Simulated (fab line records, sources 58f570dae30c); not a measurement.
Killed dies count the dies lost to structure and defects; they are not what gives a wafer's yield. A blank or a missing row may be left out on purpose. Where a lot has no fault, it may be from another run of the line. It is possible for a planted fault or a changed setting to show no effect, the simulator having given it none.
fab line records	flow berkeleyCmos170
record lots=5	wafers=23
route steps=331 shown PVT@122 GATE@125 FIELD@126 PLDD@146 NLDD@161 BACKSIDE@200 CONTACT@217 M1@238
startH: the number of hours between the record's first day and the start of the first shown wafer of the lot	waitH: hours since the lot's step before	" unchanged from the row above	L1.1+2: several wafers, shown together as one row	- no value present, or no start provided	* or withheld: withheld	< > ~ a bound
route shown NAME@n: NAME is a module with steps in the file, n the number in the route of the first one	usual: mean/standard deviation taken from wafers without a fault	same: alike in all rows	chamber/n: place in a boat	sites: per-site readings	_std_site: the standard deviation of these	_edge_site: outer sites' mean less inner sites'	radiusMm: how far each site lies from the wafer's centre	mask NAME#n: copy n	behind: the last tool/chamber to shape the wafer	hold: what put the lot on hold/how long, in hours/how the hold closed	device: transistor that didn't switch, given as n, p or np	end of line: at the end of the route, the tests of the same wafers	a step given without rows: its recipe and nothing more	killed: dies lost to structure and defects at the first sort, not the wafer's yield	map: shows each die of a wafer: x if killed, . if not, _ if none is there
set.NAME: the setting the step ran with; set.NAME@STEP: the setting that earlier step ran with	model.NAME: the simulator's own value behind a step, which no gauge read
lots whose settings were changed on purpose; a table a step, a row a wafer
## steps
# step UCB170_PVT_IMPLANT_07
# recipe species=P	doseCm2=2e+12	energyKev=30	tiltDeg=7
lot.wafer	tool	chamber	startH	waitH	set.doseCm2
L074.1+4	implanter-04	0	144.74	0.0	2.073e+12
L074.2+3+6	"	0	"	"	2e+12
L077.1+5+6	implanter-03	0	157.15	0.0	2e+12
L077.2+4	"	0	"	"	1.957e+12
L075.1+3+5	implanter-03	0	157.39	0.0	2.137e+12
L075.2+4	"	0	"	"	2e+12
L082.1+2+6	implanter-03	0	182.87	0.0	2e+12
L082.4+5	"	0	"	"	2.049e+12
L083.1+2+5	implanter-03	0	191.08	0.0	2e+12
# step UCB170_PVT_STRIP_08
# recipe chemistry=O2	powerW=400	pressureMtorr=3500	platenTempC=withheld	o2FlowSccm=400	overashFraction=0.5
# step UCB170_PVT_TW_MEAS_09
# usual PVT_TW=509/4.3
lot.wafer	tool	chamber	startH	waitH	set.doseCm2@PVT_IMPLANT_07	PVT_TW
L074.1	filmMetro-01	-	144.99	0.1	2.073e+12	517
L074.2	"	-	"	"	2e+12	511
L074.3	"	-	"	"	2e+12	511
L074.4	"	-	"	"	2.073e+12	517
L074.6	"	-	"	"	2e+12	512
L077.1	filmMetro-03	-	157.40	0.1	2e+12	508
L077.2	"	-	"	"	1.957e+12	506
L077.4	"	-	"	"	1.957e+12	506
L077.5	"	-	"	"	2e+12	508
L077.6	"	-	"	"	2e+12	507
L075.1	filmMetro-03	-	157.64	0.1	2.137e+12	517
L075.2	"	-	"	"	2e+12	507
L075.3	"	-	"	"	2.137e+12	518
L075.4	"	-	"	"	2e+12	507
L075.5	"	-	"	"	2.137e+12	521
L082.1	filmMetro-01	-	183.12	0.1	2e+12	506
L082.2	"	-	"	"	2e+12	509
L082.4	"	-	"	"	2.049e+12	512
L082.5	"	-	"	"	2.049e+12	514
L082.6	"	-	"	"	2e+12	507
L083.1	filmMetro-02	-	191.33	0.1	2e+12	498
L083.2	"	-	"	"	2e+12	504
L083.5	"	-	"	"	2e+12	500
# step UCB170_GATE_WET_ETCH_00
# recipe chemistry=dHF	dilution=25:1	target=SiO2	tempC=25	timeS=200
# step UCB170_FIELD_THK_MEAS_91
# recipe reads=SiO2_of_FIELD_OXIDATION_01
# usual FIELD_OXIDE_LEFT_2_THK=356/9.3
lot.wafer	tool	chamber	startH	waitH	set.tempC@FIELD_OXIDATION_01	FIELD_OXIDE_LEFT_2_THK[nm]
L074.1	filmMetro-01	-	145.12	0.0	1022	430
L074.2	"	-	"	"	1022	421
L074.3	"	-	"	"	1022	432
L074.4	"	-	"	"	1022	415
L074.6	"	-	"	"	1022	423
L077.1	filmMetro-02	-	157.53	0.0	980.3	291
L077.2	"	-	"	"	980.3	291
L077.4	"	-	"	"	980.3	291
L077.5	"	-	"	"	980.3	289
L077.6	"	-	"	"	980.3	293
L075.1	filmMetro-02	-	157.82	0.0	1030	465
L075.2	"	-	"	"	1030	461
L075.3	"	-	"	"	1030	461
L075.4	"	-	"	"	1030	468
L075.5	"	-	"	"	1030	456
L082.1	filmMetro-03	-	183.24	0.0	976.3	268
L082.2	"	-	"	"	976.3	271
L082.4	"	-	"	"	976.3	279
L082.5	"	-	"	"	976.3	274
L082.6	"	-	"	"	976.3	273
L083.1	filmMetro-03	-	191.45	0.0	1000	360
L083.2	"	-	"	"	1000	362
L083.5	"	-	"	"	1000	361
# step UCB170_GATE_CVD_04
# recipe material=poly-Si	tempC=610	precursor=SiH4	timeS=1440	pressureMtorr=375	targetThkNm=214	sih4FlowSccm=120
lot.wafer	tool	chamber	startH	waitH	set.timeS	model.poly-Si_of_GATE_CVD_04.thkNm
L074.1	-	-	-	0.3	1251	186.3
L074.2	"	-	"	"	1251	184.8
L074.3	"	-	"	"	1251	185.5
L074.4	"	-	"	"	1251	185.4
L074.6	"	-	"	"	1251	185.1
L075.1	-	-	-	0.0	1343	197.7
L075.2	"	-	"	"	1343	196.2
L075.3	"	-	"	"	1343	198.5
L075.4	"	-	"	"	1343	197.5
L075.5	"	-	"	"	1343	197.6
L077.1	-	-	-	0.0	1380	205.1
L077.2	"	-	"	"	1380	202.6
L077.4	"	-	"	"	1380	204.6
L077.5	"	-	"	"	1380	205.7
L077.6	"	-	"	"	1380	205
L082.1	-	-	-	0.0	1378	208.6
L082.2	"	-	"	"	1378	208.2
L082.4	"	-	"	"	1378	206.6
L082.5	"	-	"	"	1378	208.8
L082.6	"	-	"	"	1378	208.3
L083.1	lpcvd-02	1	204.52	0.0	1440	215.2
L083.2	"	1	"	"	1440	215.4
L083.5	"	1	"	"	1440	214.2
# step UCB170_GATE_THK_MEAS_05
# recipe reads=poly-Si_of_GATE_CVD_04
# usual GATE_POLY_THK=214.3/2
lot.wafer	tool	chamber	startH	waitH	set.timeS@GATE_CVD_04	GATE_POLY_THK[nm]
L074.1	filmMetro-04	-	-	-	1251	186.2
L074.2	"	-	"	"	1251	184.8
L074.3	"	-	"	"	1251	185.5
L074.4	"	-	"	"	1251	185.4
L074.6	"	-	"	"	1251	185.1
L075.1	filmMetro-02	-	-	-	1343	197.5
L075.2	"	-	"	"	1343	196.2
L075.3	"	-	"	"	1343	198.5
L075.4	"	-	"	"	1343	197.6
L075.5	"	-	"	"	1343	197.7
L077.1	filmMetro-04	-	-	-	1380	205.3
L077.2	"	-	"	"	1380	202.7
L077.4	"	-	"	"	1380	204.8
L077.5	"	-	"	"	1380	205.8
L077.6	"	-	"	"	1380	204.8
L082.1	filmMetro-02	-	-	-	1378	208.4
L082.2	"	-	"	"	1378	208.3
L082.4	"	-	"	"	1378	206.3
L082.5	"	-	"	"	1378	209.0
L082.6	"	-	"	"	1378	208.2
L083.1	filmMetro-01	-	206.63	0.0	1440	215.2
L083.2	"	-	"	"	1440	215.3
L083.5	"	-	"	"	1440	214.1
# step UCB170_GATE_ETCH_14
# recipe chemistry=N2/H2	targetDepthA=withheld	overetchA=withheld	target=BARC	timeS=withheld	sourceW=500	biasW=100	pressureMtorr=30	n2FlowSccm=100	h2FlowSccm=200
lot.wafer	tool	chamber	startH	waitH	set.biasW
L074.1+2+3+4+6	rieDiel-01	3,0,2,1,0	160.74	0.0	100
L075.1+3+4	rieDiel-01	3,1,0	174.74	0.0	92.76
L075.2+5	"	2	"	"	100
L077.1+2+4	rieDiel-01	3,2,0	175.29	0.0	100
L077.5+6	"	0,3	"	"	89.49
L082.1+5	rieDiel-01	0,3	199.93	0.0	89.53
L082.2+4+6	"	2,3,2	"	"	100
L083.1+2+5	rieDiel-03	1,0,2	209.01	0.0	100
# step UCB170_GATE_ETCH_15
# recipe chemistry=HBr/Cl2	target=poly-Si	stopOn=SiO2	overEtchFrac=0.3	icpW=300	biasW=150	timeS=56.3	pressureMtorr=15	HBr_flow_sccm=150	Cl2_flow_sccm=50	targetDepthA=2782
lot.wafer	tool	chamber	startH	waitH	set.timeS@GATE_CVD_04	model.etch.depthNm	model.GATE.featureDepthNm
L074.1	rieSi-01	1	160.78	-	1251	186.3	186.4
L074.2	"	2	"	"	1251	184.8	184.8
L074.3	"	3	"	"	1251	185.5	185.6
L074.4	"	0	"	"	1251	185.4	185.4
L074.6	"	0	"	"	1251	185.1	185.1
L075.1	rieSi-02	1	174.78	-	1343	-	197.8
L075.2	"	2	"	"	1343	-	196.2
L075.3	"	0	"	"	1343	-	198.5
L075.4	"	3	"	"	1343	197.5	197.5
L075.5	"	1	"	"	1343	197.6	197.7
L077.1	rieSi-01	1	175.33	-	1380	205.1	205.2
L077.2	"	3	"	"	1380	202.6	202.7
L077.4	"	2	"	"	1380	204.6	204.6
L077.5	"	0	"	"	1380	205.7	205.7
L077.6	"	1	"	"	1380	205	205.1
L082.1	rieSi-02	0	199.98	-	1378	-	208.6
L082.2	"	2	"	"	1378	208.2	208.3
L082.4	"	1	"	"	1378	206.6	206.6
L082.5	"	3	"	"	1378	-	208.9
L082.6	"	0	"	"	1378	208.3	208.3
L083.1	rieSi-01	0	209.05	-	1440	215.2	215.2
L083.2	"	3	"	"	1440	215.4	215.5
L083.5	"	3	"	"	1440	214.2	214.3
# step UCB170_PLDD_COAT_01
# recipe resist=KrF	spinRpm=1500	resistThkNm=900
lot.wafer	tool	chamber	startH	waitH	set.resistThkNm	model.KrF_of_PLDD_COAT_01.thkNm
L074.1	lithoTrack-01	0	161.39	0.1	881.2	882.3
L074.2	"	0	"	"	881.2	881.4
L074.3	"	0	"	"	900	900.2
L074.4	"	0	"	"	881.2	882.8
L074.6	"	0	"	"	900	901.2
L075.1	lithoTrack-02	0	175.61	0.1	900	899.4
L075.2	"	0	"	"	866.7	866.1
L075.3	"	0	"	"	866.7	864
L075.4	"	0	"	"	900	899.2
L075.5	"	0	"	"	866.7	867.4
L077.1+5	lithoTrack-02	0	176.34	0.1	872.1	866.5
L077.2	"	0	"	"	900	893.6
L077.4	"	0	"	"	900	893.8
L077.6	"	0	"	"	900	895.2
L082.1	lithoTrack-02	0	200.57	0.1	948.8	950.3
L082.2	"	0	"	"	948.8	949.8
L082.4	"	0	"	"	900	902
L082.5	"	0	"	"	948.8	952.8
L082.6	"	0	"	"	900	902.6
L083.1	lithoTrack-01	0	212.40	0.1	900	899.3
L083.2	"	0	"	"	900	898.1
L083.5	"	0	"	"	900	897.9
# step UCB170_PLDD_SOFTBAKE_02
# recipe resist=KrF	tempC=130	timeS=60
# step UCB170_PLDD_EXPOSE_03
# recipe maskId=PSELECT	na=0.5	sigmaOuter=0.6	sourceShape=conventional	targetCdNm=1200	doseMj=30
# step UCB170_PLDD_IMPLANT_08
# recipe species=BF2	doseCm2=5e+13	energyKev=10	tiltDeg=7	rotationDeg=0
# step UCB170_PLDD_IMPLANT_09
# recipe species=BF2	doseCm2=5e+13	energyKev=10	tiltDeg=7	rotationDeg=180
# step UCB170_PLDD_STRIP_10
# recipe chemistry=O2	powerW=400	pressureMtorr=3500	platenTempC=withheld	o2FlowSccm=400	overashFraction=0.5
# usual stripTimeToEndpointS=21.63/0.057
lot.wafer	tool	chamber	startH	waitH	set.resistThkNm@PLDD_COAT_01	stripTimeToEndpointS
L074.1	plasmaAsher-03	0	162.66	0.1	881.2	21.20
L074.2	"	1	"	"	881.2	21.18
L074.3	"	1	"	"	900	21.62
L074.4	"	0	"	"	881.2	21.23
L074.6	"	0	"	"	900	21.65
L075.1	plasmaAsher-01	1	177.37	0.1	900	21.61
L075.2	"	0	"	"	866.7	20.83
L075.3	"	1	"	"	866.7	20.79
L075.4	"	0	"	"	900	21.61
L075.5	"	0	"	"	866.7	20.84
L077.1	plasmaAsher-03	1	178.09	0.1	872.1	20.82
L077.2	"	0	"	"	900	21.47
L077.4	"	0	"	"	900	21.49
L077.5	"	0	"	"	872.1	20.84
L077.6	"	1	"	"	900	21.52
L082.1	plasmaAsher-03	1	201.84	0.1	948.8	22.83
L082.2	"	0	"	"	948.8	22.83
L082.4	"	0	"	"	900	21.68
L082.5	"	0	"	"	948.8	22.89
L082.6	"	1	"	"	900	21.69
L083.1	plasmaAsher-01	1	214.73	0.1	900	21.61
L083.2	"	0	"	"	900	21.59
L083.5	"	1	"	"	900	21.57
# step UCB170_NLDD_EXPOSE_03
# recipe maskId=NSELECT	na=0.5	sigmaOuter=0.6	sourceShape=conventional	targetCdNm=1200	doseMj=30
lot.wafer	tool	chamber	startH	waitH	mask	set.doseMj
L074.1+2+3+4+6	krfScanner-02	0	163.58	0.2	NSELECT#0	30
L075.1+4+5	krfScanner-01	0	178.66	0.2	NSELECT#0	30
L075.2+3	"	0	"	"	NSELECT#0	29.03
L077.1+6	krfScanner-01	0	179.35	0.4	NSELECT#0	30
L077.2+4+5	"	0	"	"	NSELECT#0	28.45
L082.1+2+4	krfScanner-01	0	202.63	0.1	NSELECT#0	28.42
L082.5+6	"	0	"	"	NSELECT#0	30
L083.1+2+5	krfScanner-02	0	-	-	NSELECT#0	30
# step UCB170_NLDD_PEB_04
# recipe pebTempC=130	pebTimeS=withheld	resist=KrF
# step UCB170_NLDD_DEVELOP_05
# recipe developer=TMAH	developTimeS=45	resist=KrF	devTempC=21
# step UCB170_NLDD_CD_MEAS_06
# recipe targetCdNm=1200
# usual cdNm=1200.6/1.8
lot.wafer	tool	chamber	startH	waitH	set.doseMj@NLDD_EXPOSE_03	cdNm
L074.1	cdSem-02	-	163.97	-	30	1199.7
L074.2	"	-	"	"	30	1198.4
L074.3	"	-	"	"	30	1199.4
L074.4	"	-	"	"	30	1199.3
L074.6	"	-	"	"	30	1198.1
L075.1	cdSem-02	-	179.62	-	30	1200.7
L075.2	"	-	"	"	29.03	1193.7
L075.3	"	-	"	"	29.03	1195.7
L075.4	"	-	"	"	30	1201.0
L075.5	"	-	"	"	30	1201.6
L077.1	cdSem-01	-	180.26	-	30	1200.2
L077.2	"	-	"	"	28.45	1190.6
L077.4	"	-	"	"	28.45	1191.1
L077.5	"	-	"	"	28.45	1189.8
L077.6	"	-	"	"	30	1201.8
L082.1	cdSem-02	-	203.02	-	28.42	1192.9
L082.2	"	-	"	"	28.42	1193.5
L082.4	"	-	"	"	28.42	1193.4
L082.5	"	-	"	"	30	1202.7
L082.6	"	-	"	"	30	1204.0
L083.1	cdSem-02	-	217.85	-	30	1203.5
L083.2	"	-	"	"	30	1203.2
L083.5	"	-	"	"	30	1203.2
# step UCB170_BACKSIDE_COAT_01
# recipe resist=KrF	spinRpm=1500	resistThkNm=900
lot.wafer	tool	chamber	startH	waitH	set.spinRpm	model.KrF_of_BACKSIDE_COAT_01.thkNm
L074.1	lithoTrack-01	0	176.90	0.1	1452	919.7
L074.2	"	0	"	"	1500	903.1
L074.3	"	0	"	"	1452	917.5
L074.4	"	0	"	"	1500	905.4
L074.6	"	0	"	"	1452	920.3
L075.1	lithoTrack-01	0	191.40	0.1	1500	901.1
L075.2	"	0	"	"	1500	900.3
L075.3	"	0	"	"	1500	901
L075.4	"	0	"	"	1500	900.7
L075.5	"	0	"	"	1500	897.6
L077.1	lithoTrack-03	0	192.53	0.1	1500	901.6
L077.2	"	0	"	"	1554	888.5
L077.4	"	0	"	"	1500	903.4
L077.5	"	0	"	"	1554	886
L077.6	"	0	"	"	1500	900.8
L082.1	lithoTrack-03	0	215.13	0.1	1536	892.4
L082.2	"	0	"	"	1500	899.7
L082.4	"	0	"	"	1500	901.5
L082.5	"	0	"	"	1500	899.9
L082.6	"	0	"	"	1536	890
L083.1	lithoTrack-02	0	229.71	0.1	1500	898.8
L083.2	"	0	"	"	1500	901.5
L083.5	"	0	"	"	1500	900.4
# step UCB170_BACKSIDE_SOFTBAKE_02
# recipe resist=KrF	tempC=130	timeS=60
# step UCB170_BACKSIDE_STRIP_03
# recipe chemistry=O2	powerW=400	pressureMtorr=3500	platenTempC=withheld	o2FlowSccm=400	overashFraction=0.5
# usual stripTimeToEndpointS=22.00/0.055
lot.wafer	tool	chamber	startH	waitH	set.spinRpm@BACKSIDE_COAT_01	stripTimeToEndpointS
L074.1	plasmaAsher-03	1	177.20	0.1	1452	22.44
L074.2	"	0	"	"	1500	22.03
L074.3	"	0	"	"	1452	22.39
L074.4	"	1	"	"	1500	22.10
L074.6	"	1	"	"	1452	22.45
L075.1	plasmaAsher-03	1	191.70	0.1	1500	21.99
L075.2	"	0	"	"	1500	21.97
L075.3	"	0	"	"	1500	21.98
L075.4	"	1	"	"	1500	21.98
L075.5	"	0	"	"	1500	21.91
L077.1	plasmaAsher-02	0	192.83	0.1	1500	22.00
L077.2	"	1	"	"	1554	21.68
L077.4	"	0	"	"	1500	22.06
L077.5	"	1	"	"	1554	21.64
L077.6	"	0	"	"	1500	21.98
L082.1	plasmaAsher-01	1	215.43	0.1	1536	21.77
L082.2	"	0	"	"	1500	21.97
L082.4	"	1	"	"	1500	22.00
L082.5	"	1	"	"	1500	21.96
L082.6	"	0	"	"	1536	21.73
L083.1	plasmaAsher-02	1	230.01	0.1	1500	21.93
L083.2	"	0	"	"	1500	22.00
L083.5	"	0	"	"	1500	22.00
# step UCB170_CONTACT_CVD_01
# recipe material=PSG	targetThkNm=700	tempC=450	precursor=SiH4/O2/PH3	timeS=2820	pressureMtorr=300	sih4FlowSccm=60	o2FlowSccm=90	ph3FlowSccm=25
lot.wafer	tool	chamber	startH	waitH	set.o2FlowSccm	model.PSG_of_CONTACT_CVD_01.thkNm
L074.1	-	-	-	0.0	83.32	681.4
L074.2	"	-	"	"	83.32	681.9
L074.3	"	-	"	"	83.32	679.9
L074.4	"	-	"	"	83.32	683.6
L074.6	"	-	"	"	83.32	682.4
L075.1+2+3	-	-	-	1.3	98.99	-
L075.4	"	-	"	"	98.99	732.2
L075.5	"	-	"	"	98.99	727.2
L077.1	-	-	-	0.2	90	699.6
L077.2	"	-	"	"	90	700.7
L077.4	"	-	"	"	90	704.4
L077.5	"	-	"	"	90	700.2
L077.6	"	-	"	"	90	707.6
L082.1+5	-	-	-	0.0	90	-
L082.2	"	-	"	"	90	693.4
L082.4	"	-	"	"	90	698.5
L082.6	"	-	"	"	90	694.9
L083.1	lpcvd-01	0	231.79	0.3	90	711.5
L083.2	"	0	"	"	90	706.7
L083.5	"	0	"	"	90	709.2
# step UCB170_CONTACT_THK_MEAS_02
# recipe reads=PSG_of_CONTACT_CVD_01
# usual CONTACT_PSG_THK=701/7.1
lot.wafer	tool	chamber	startH	waitH	set.o2FlowSccm@CONTACT_CVD_01	CONTACT_PSG_THK[nm]
L074.1	filmMetro-02	-	-	-	83.32	681
L074.2	"	-	"	"	83.32	682
L074.3	"	-	"	"	83.32	680
L074.4	"	-	"	"	83.32	683
L074.6	"	-	"	"	83.32	682
L075.1	filmMetro-02	-	-	-	98.99	725
L075.2	"	-	"	"	98.99	729
L075.3	"	-	"	"	98.99	730
L075.4	"	-	"	"	98.99	732
L075.5	"	-	"	"	98.99	727
L077.1	filmMetro-01	-	-	-	90	699
L077.2	"	-	"	"	90	701
L077.4	"	-	"	"	90	704
L077.5	"	-	"	"	90	700
L077.6	"	-	"	"	90	707
L082.1	filmMetro-02	-	-	-	90	700
L082.2	"	-	"	"	90	693
L082.4	"	-	"	"	90	699
L082.5	"	-	"	"	90	700
L082.6	"	-	"	"	90	695
L083.1	filmMetro-01	-	233.57	0.0	90	712
L083.2	"	-	"	"	90	706
L083.5	"	-	"	"	90	709
# step UCB170_M1_SPUTTER_00
# recipe material=Al	targetThkNm=600	timeS=80	powerW=6000	chamberPressurePa=0.5
lot.wafer	tool	chamber	startH	waitH	set.powerW	model.Al_of_M1_SPUTTER_00.thkNm
L074.1	pvdSputter-04	-	183.10	0.0	6000	596.8
L074.2	"	-	"	"	6000	590.7
L074.3	"	-	"	"	6212	604.8
L074.4	"	-	"	"	6000	601.5
L074.6	"	-	"	"	6212	606.2
L075.1	pvdSputter-02	-	198.99	0.0	6467	644.1
L075.2	"	-	"	"	6467	653.7
L075.3	"	-	"	"	6467	642.3
L075.4	"	-	"	"	6000	601.5
L075.5	"	-	"	"	6000	602
L077.1	pvdSputter-02	-	199.73	0.0	6192	615.9
L077.2	"	-	"	"	6000	594.2
L077.4	"	-	"	"	6192	616.9
L077.5	"	-	"	"	6000	593.8
L077.6	"	-	"	"	6000	599.6
L082.1	pvdSputter-04	-	223.76	0.0	6345	617.4
L082.2	"	-	"	"	6000	597.9
L082.4	"	-	"	"	6000	585.3
L082.5	"	-	"	"	6345	637.2
L082.6	"	-	"	"	6000	591.9
L083.1	pvdSputter-04	-	238.16	0.1	6000	607.5
L083.2	"	-	"	"	6000	611
L083.5	"	-	"	"	6000	599.4
# step UCB170_M1_RS_MEAS_01
# recipe thkMeasGauge=four-point-probe	reads=Al_of_M1_SPUTTER_00
# usual M1_AL_RS=0.0486/0.00069
lot.wafer	tool	chamber	startH	waitH	set.powerW@M1_SPUTTER_00	M1_AL_RS[ohm/sq]
L074.1	filmMetro-04	-	183.16	0.0	6000	0.0488
L074.2	"	-	"	"	6000	0.0494
L074.3	"	-	"	"	6212	0.0481
L074.4	"	-	"	"	6000	0.0484
L074.6	"	-	"	"	6212	0.0481
L075.1	filmMetro-03	-	199.05	0.0	6467	0.0452
L075.2	"	-	"	"	6467	0.0444
L075.3	"	-	"	"	6467	0.0453
L075.4	"	-	"	"	6000	0.0484
L075.5	"	-	"	"	6000	0.0484
L077.1	filmMetro-04	-	199.79	0.0	6192	0.0473
L077.2	"	-	"	"	6000	0.0490
L077.4	"	-	"	"	6192	0.0472
L077.5	"	-	"	"	6000	0.0490
L077.6	"	-	"	"	6000	0.0487
L082.1	filmMetro-01	-	223.82	0.0	6345	0.0472
L082.2	"	-	"	"	6000	0.0487
L082.4	"	-	"	"	6000	0.0497
L082.5	"	-	"	"	6345	0.0456
L082.6	"	-	"	"	6000	0.0492
L083.1	filmMetro-04	-	238.34	0.1	6000	0.0479
L083.2	"	-	"	"	6000	0.0476
L083.5	"	-	"	"	6000	0.0486
# step UCB170_M1_THK_MEAS_02
# recipe thkMeasGauge=xrf	reads=Al_of_M1_SPUTTER_00
# usual M1_AL_THK=595/10
lot.wafer	tool	chamber	startH	waitH	set.powerW@M1_SPUTTER_00	M1_AL_THK[nm]
L074.1	filmMetro-04	-	183.28	0.1	6000	591
L074.2	"	-	"	"	6000	587
L074.3	"	-	"	"	6212	601
L074.4	"	-	"	"	6000	597
L074.6	"	-	"	"	6212	599
L075.1	filmMetro-03	-	199.17	0.1	6467	639
L075.2	"	-	"	"	6467	651
L075.3	"	-	"	"	6467	639
L075.4	"	-	"	"	6000	595
L075.5	"	-	"	"	6000	599
L077.1	filmMetro-04	-	199.91	0.1	6192	609
L077.2	"	-	"	"	6000	593
L077.4	"	-	"	"	6192	614
L077.5	"	-	"	"	6000	586
L077.6	"	-	"	"	6000	595
L082.1	filmMetro-01	-	223.94	0.1	6345	614
L082.2	"	-	"	"	6000	595
L082.4	"	-	"	"	6000	584
L082.5	"	-	"	"	6345	633
L082.6	"	-	"	"	6000	588
L083.1	filmMetro-04	-	238.46	0.1	6000	602
L083.2	"	-	"	"	6000	603
L083.5	"	-	"	"	6000	591
## key
split step=UCB170_PVT_IMPLANT_07	setting=doseCm2	stated=2e+12	by=wafer
response step=UCB170_PVT_TW_MEAS_09	reading=PVT_TW	change=+1.65	per=1%	r=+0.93
split step=UCB170_GATE_CVD_04	setting=timeS	stated=1440	by=lot
response step=UCB170_GATE_CVD_04	reading=model.poly-Si_of_GATE_CVD_04.thkNm	change=+2.31	per=1%	r=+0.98
response step=UCB170_GATE_THK_MEAS_05	reading=GATE_POLY_THK	change=+2.31	per=1%	r=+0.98
response step=UCB170_GATE_ETCH_15	reading=model.etch.depthNm	change=+2.27	per=1%	r=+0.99
response step=UCB170_GATE_ETCH_15	reading=model.GATE.featureDepthNm	change=+2.31	per=1%	r=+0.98
split step=UCB170_GATE_ETCH_14	setting=biasW	stated=100	by=wafer
response none clear
split step=UCB170_PLDD_COAT_01	setting=resistThkNm	stated=900	by=wafer
response step=UCB170_PLDD_COAT_01	reading=model.KrF_of_PLDD_COAT_01.thkNm	change=+8.97	per=1%	r=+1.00
response step=UCB170_PLDD_STRIP_10	reading=stripTimeToEndpointS	change=*	per=1%	r=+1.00
split step=UCB170_NLDD_EXPOSE_03	setting=doseMj	stated=30	by=wafer
response step=UCB170_NLDD_CD_MEAS_06	reading=cdNm	change=+1.97	per=1%	r=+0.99
split step=UCB170_BACKSIDE_COAT_01	setting=spinRpm	stated=1500	by=wafer
response step=UCB170_BACKSIDE_COAT_01	reading=model.KrF_of_BACKSIDE_COAT_01.thkNm	change=-4.24	per=1%	r=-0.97
response step=UCB170_BACKSIDE_STRIP_03	reading=stripTimeToEndpointS	change=*	per=1%	r=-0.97
split step=UCB170_CONTACT_CVD_01	setting=o2FlowSccm	stated=90	by=lot
response step=UCB170_CONTACT_CVD_01	reading=model.PSG_of_CONTACT_CVD_01.thkNm	change=+2.75	per=1%	r=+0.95
response step=UCB170_CONTACT_THK_MEAS_02	reading=CONTACT_PSG_THK	change=+2.7	per=1%	r=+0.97
split step=UCB170_M1_SPUTTER_00	setting=powerW	stated=6000	by=wafer
response step=UCB170_M1_SPUTTER_00	reading=model.Al_of_M1_SPUTTER_00.thkNm	change=+5.61	per=1%	r=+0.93
response step=UCB170_M1_RS_MEAS_01	reading=M1_AL_RS	change=-0.000438	per=1%	r=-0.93
response step=UCB170_M1_THK_MEAS_02	reading=M1_AL_THK	change=+5.57	per=1%	r=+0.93
split outsideThisFile step=UCB170_FIELD_OXIDATION_01 setting=tempC
# split outsideThisFile: this setting was split too, and the file shows its column; the key of that split is in another file
